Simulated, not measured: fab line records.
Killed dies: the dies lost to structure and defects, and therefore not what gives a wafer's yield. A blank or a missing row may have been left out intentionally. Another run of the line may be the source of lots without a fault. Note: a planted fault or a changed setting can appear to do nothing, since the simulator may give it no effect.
fab line records | flow rit_cmos
record: lots: 14 wafers: 42 last_day: 7
route steps=202 shown WELLDRIVE@50 NWELL@51 PWELL@52 M1@201
lots that met no fault: from a run of the same line without faults
start_h: the number of hours between the record's first day and the start of the first shown wafer of the lot | wait_h: how many hours have passed since the lot's step before this one | " repeats the value in the row above | L1.1+2: one row covering several wafers at once | - no value, or no start given | * or withheld: withheld | < > ~ a bound
route shown NAME@n: a module of which the file shows steps, and the number in the route of the first | usual: mean/standard deviation of fault-free wafers | same: alike in all rows | chamber/n: place in a boat | sites: per-site readings | _std_site: standard deviation of those values | _edge_site: mean of outer sites minus mean of inner sites | radius_mm: for every site, how far away it sits from the centre of the wafer | mask NAME#n: copy n | behind: tool/chamber where the wafer was last shaped | hold: cause of the lot's hold/its duration in hours/its outcome | device: whichever transistor did not switch (one of n, p or np) | end of line: tests run on the same wafers once the route is complete | a step with no rows: only its recipe | killed: the dies lost at the first sort to structure and to defects; this is not the yield of the wafer | map: a wafer's dies, marking killed ones x, the rest . and places with no die _
set.NAME: the setting as run; set.NAME@STEP: as run at that earlier step | model.NAME: the simulator's own value behind a step, which no gauge read
route steps across a sampled set of lots; one table per step, one row per wafer
services: a tool's chamber out of use, with start hour (start_h, from the record's first day; less than 0 if before it), hours out, and reason
== steps ==
step: RIT_WELLDRIVE_ANNEAL_00
recipe: temp_c: 1100 time_s: 14700 ambient: N2
usual: spike_tc_centre_C: 1102.5/1.1 spike_tc_load_C: 1124.3/2.3 spike_tc_source_C: 1124.8/2.8 tube_center_temp_C: 1100/0.096 tube_center_temp_C_max: 1102.8/0.46 zone_power_centre_pct: 50/5.5
columns lot.wafer tool chamber start_h wait_h spike_tc_centre_C spike_tc_load_C spike_tc_source_C tube_center_temp_C tube_center_temp_C_max zone_power_centre_pct
L867.3 furnace-03 0 24.57 0.8 1103.3 1122.9 1127.1 1100 1102.8 57
L867.4 " 0 " " 1103.2 1125.0 1127.1 1100 1103.4 56
L867.5 " 0 " " 1103.9 1124.4 1127.3 1100.1 1102.5 56
L870.3 furnace-03 0 38.59 0.5 1101.9 1124.0 1128.6 1100 1102.7 57
L870.4 " 0 " " 1101.3 1124.0 1127.0 1100 1102.1 56
L870.5 " 0 " " 1103.8 1124.1 1127.4 1099.9 1102.7 57
L872.4 furnace-03 0 49.25 0.0 1102.6 1122.3 1128.4 1099.8 1102.1 56
L872.5 " 0 " " 1103.6 1124.7 1127.8 1099.9 1102.5 57
L872.6 " 0 " " 1104.4 1123.8 1128.3 1100.1 1103.2 57
L873.1 furnace-02 0 53.78 0.1 1102.1 1127.9 1123.2 1100 1102.8 47
L873.4 " 0 " " 1101.5 1127.3 1120.6 1100 1102.4 48
L873.5 " 0 " " 1100.6 1125.7 1120.4 1100 1104.3 47
L874.1 furnace-01 0 58.06 0.1 1103.1 1122.2 1123.5 1100 1102.7 44
L874.4 " 0 " " 1102.5 1122.6 1122.6 1099.9 1103.7 44
L874.6 " 0 " " 1102.2 1122.3 1124.3 1099.9 1103.2 45
L875.1 furnace-02 0 64.34 0.2 1101.1 1126.2 1123.5 1100 1102.6 48
L875.4 " 0 " " 1102.3 1126.4 1121.6 1100 1102.5 48
L875.5 " 0 " " 1102.8 1126.9 1120.3 1100 1102.8 48
L877.1 furnace-03 0 73.53 0.1 1103.1 1123.5 1126.3 1100 1102.8 57
L877.2 " 0 " " 1104.1 1126.0 1128.4 1100 1102.7 57
L877.6 " 0 " " 1101.6 1123.1 1127.0 1100.1 1102.6 57
L878.1 furnace-01 0 78.21 0.1 1101.4 1121.3 1122.3 1099.9 1104.3 44
L878.5 " 0 " " 1101.7 1120.7 1122.6 1100.1 1102.7 45
L878.6 " 0 " " 1102.5 1121.9 1123.4 1100 1103.2 44
L879.2 furnace-02 0 83.03 0.2 1122.9 1150.1 1145.9 1122 1124.9 49
L879.3 " 0 " " 1124.4 1148.5 1144.7 1122.1 1124.5 47
L879.6 " 0 " " 1124.5 1151.7 1144.6 1121.9 1124.3 49
L881.2 furnace-02 0 93.75 0.0 1126.0 1149.6 1144.2 1122 1124.5 48
L881.4 " 0 " " 1123.6 1148.9 1142.1 1122.1 1124.7 49
L881.5 " 0 " " 1123.2 1149.9 1144.0 1122.1 1124.2 48
L885.1 furnace-03 0 112.70 0.1 1103.2 1124.8 1128.8 1100.2 1103.3 56
L885.3 " 0 " " 1103.6 1122.1 1127.8 1100 1103.4 56
L885.5 " 0 " " 1104.0 1125.1 1128.2 1100 1103.4 57
L886.2 furnace-01 0 117.50 0.0 1100.0 1121.1 1122.8 1100 1103.3 45
L886.3 " 0 " " 1101.9 1120.4 1123.5 1100.1 1102.6 44
L886.4 " 0 " " 1100.3 1122.5 1124.2 1099.9 1103.0 45
L888.1 furnace-01 0 128.13 0.6 1101.2 1122.6 1121.8 1100 1102.6 44
L888.4 " 0 " " 1101.4 1122.0 1124.3 1100.2 1103.7 44
L888.6 " 0 " " 1102.7 1122.9 1125.7 1099.9 1103.2 44
L890.1 furnace-03 0 137.90 0.2 1103.7 1123.0 1127.1 1100.1 1103.1 56
L890.2 " 0 " " 1103.2 1123.6 1128.4 1100.1 1102.6 56
L890.5 " 0 " " 1102.4 1123.9 1128.2 1100 1102.5 57
step: RIT_WELLDRIVE_RS_MEAS_01
recipe: thk_meas_gauge: four-point-probe
usual: NWELL_RS: 275.2/0.64
columns lot.wafer tool chamber start_h wait_h NWELL_RS[ohm/sq]
L867.3 film_metro-02 - 29.69 0.0 274.7
L867.4 " - " " 275.1
L867.5 " - " " 275.1
L870.3 film_metro-02 - 43.72 0.0 274.3
L870.4 " - " " 274.0
L870.5 " - " " 274.9
L872.4 film_metro-02 - 54.39 0.1 275.3
L872.5 " - " " 274.0
L872.6 " - " " 274.7
L873.1 film_metro-02 - 58.87 0.0 273.2
L873.4 " - " " 274.2
L873.5 " - " " 274.3
L874.1 film_metro-02 - 63.15 0.0 275.3
L874.4 " - " " 275.5
L874.6 " - " " 275.3
L875.1 film_metro-02 - 69.43 0.0 275.5
L875.4 " - " " 275.3
L875.5 " - " " 275.1
L877.1 film_metro-01 - 78.61 0.0 275.4
L877.2 " - " " 275.7
L877.6 " - " " 275.8
L878.1 film_metro-01 - 83.30 0.0 274.3
L878.5 " - " " 274.8
L878.6 " - " " 274.6
L879.2 film_metro-04 - 88.14 0.0 253.5
L879.3 " - " " 252.5
L879.6 " - " " 252.9
L881.2 film_metro-01 - 98.85 0.0 252.0
L881.4 " - " " 252.4
L881.5 " - " " 253.1
L885.1 film_metro-01 - 117.79 0.0 275.4
L885.3 " - " " 274.9
L885.5 " - " " 275.3
L886.2 film_metro-01 - 122.61 0.0 275.9
L886.3 " - " " 275.8
L886.4 " - " " 275.3
L888.1 film_metro-04 - 133.21 0.0 276.6
L888.4 " - " " 276.3
L888.6 " - " " 275.8
L890.1 film_metro-04 - 142.98 0.0 275.6
L890.2 " - " " 275.9
L890.5 " - " " 275.2
step: RIT_WELLDRIVE_RS_MEAS_02
recipe: thk_meas_gauge: four-point-probe
usual: PWELL_RS: 430.5/1.2
columns lot.wafer tool chamber start_h wait_h PWELL_RS[ohm/sq]
L867.3 film_metro-02 - 29.81 0.1 428.7
L867.4 " - " " 429.2
L867.5 " - " " 428.9
L870.3 film_metro-02 - 43.84 0.1 429.0
L870.4 " - " " 431.0
L870.5 " - " " 430.9
L872.4 film_metro-02 - 54.51 0.1 430.8
L872.5 " - " " 428.6
L872.6 " - " " 430.5
L873.1 film_metro-02 - 58.99 0.1 431.2
L873.4 " - " " 432.8
L873.5 " - " " 431.1
L874.1 film_metro-02 - 63.27 0.1 431.5
L874.4 " - " " 432.5
L874.6 " - " " 432.2
L875.1 film_metro-02 - 69.55 0.1 429.5
L875.4 " - " " 428.9
L875.5 " - " " 429.1
L877.1 film_metro-01 - 78.73 0.1 430.1
L877.2 " - " " 431.7
L877.6 " - " " 431.1
L878.1 film_metro-01 - 83.42 0.1 431.6
L878.5 " - " " 431.1
L878.6 " - " " 433.0
L879.2 film_metro-04 - 88.26 0.1 404.5
L879.3 " - " " 404.5
L879.6 " - " " 405.6
L881.2 film_metro-01 - 98.97 0.1 404.0
L881.4 " - " " 405.9
L881.5 " - " " 404.2
L885.1 film_metro-01 - 117.91 0.1 430.9
L885.3 " - " " 430.6
L885.5 " - " " 431.5
L886.2 film_metro-01 - 122.73 0.1 430.5
L886.3 " - " " 431.5
L886.4 " - " " 431.6
L888.1 film_metro-04 - 133.33 0.1 431.6
L888.4 " - " " 430.0
L888.6 " - " " 432.2
L890.1 film_metro-04 - 143.10 0.1 428.5
L890.2 " - " " 429.7
L890.5 " - " " 430.2
step: RIT_M1_BOW_MEAS_16
recipe: mode: bow
usual: M1_BOW: 16/6.8
columns lot.wafer tool chamber start_h wait_h M1_BOW[um]
L867.3 film_metro-03 - 62.62 0.0 14
L867.4 " - " " 16
L867.5 " - " " 9
L870.3 film_metro-03 - 74.52 0.0 23
L870.4 " - " " 18
L870.5 " - " " 17
L872.4 film_metro-02 - 83.10 0.1 15
L872.5 " - " " 11
L872.6 " - " " 4
L873.1 film_metro-03 - 87.44 0.0 23
L873.4 " - " " 7
L873.5 " - " " 22
L874.1 film_metro-04 - 90.94 0.0 19
L874.4 " - " " 2
L874.6 " - " " 17
L875.1 film_metro-03 - 97.67 0.0 23
L875.4 " - " " 17
L875.5 " - " " 9
L877.1 film_metro-02 - 107.24 0.0 21
L877.2 " - " " 7
L877.6 " - " " 2
L878.1 film_metro-04 - 111.31 0.0 12
L878.5 " - " " 22
L878.6 " - " " 9
L879.2 film_metro-04 - 116.17 0.0 10
L879.3 " - " " 14
L879.6 " - " " 25
L881.2 film_metro-04 - 127.71 0.0 23
L881.4 " - " " 27
L881.5 " - " " 14
L885.1 film_metro-04 - 146.63 0.0 15
L885.3 " - " " 16
L885.5 " - " " 38
L886.2 film_metro-02 - 152.92 0.0 16
L886.3 " - " " 8
L886.4 " - " " 19
L888.1 film_metro-04 - 161.76 0.0 18
L888.4 " - " " 19
L888.6 " - " " 31
L890.1 film_metro-03 - 178.55 0.0 13
L890.2 " - " " 29
L890.5 " - " " 13
== services ==
columns tool chamber start_h hours kind
furnace-01 - 10.44 3.5 pm
furnace-02 - 12.87 2.9 pm
furnace-01 - 23.50 4.1 pm
furnace-01 - 32.05 13.9 pm
== key ==
first_sign: step: RIT_WELLDRIVE_ANNEAL_00 reading: tube_center_temp_C direction: up sigmas: 99+ usual: * struck: *
effect: step: RIT_WELLDRIVE_ANNEAL_00 reading: tube_center_temp_C_max direction: up sigmas: 47 usual: * struck: *
effect: step: RIT_WELLDRIVE_RS_MEAS_01 reading: NWELL_RS direction: down sigmas: 35 usual: 275.2 struck: 252.7
effect: step: RIT_WELLDRIVE_RS_MEAS_02 reading: PWELL_RS direction: down sigmas: 22 usual: 430.5 struck: 404.8
met_at RIT_WELLDRIVE_ANNEAL_00
struck_lots L879,L881
tester_left_out L879,L881
not_acting_at RIT_M1_BOW_MEAS_16
onset_between 64.34 83.03
fault: kind: process_parameter_drift tool: furnace-02 chamber: - onset_h: 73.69 steps: RIT_WELLDRIVE_ANNEAL_00 channel: temp_c offset: * shape: step end_h: 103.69 acts_in: * stated: *
tester_left_out: of these lots the tester's yield and bins aren't shown, on N5 and GAA mostly nor the transistor test; their killed dies are dies lost to structure and defects alone, not to doping, threshold or leakage, so they don't give the yield
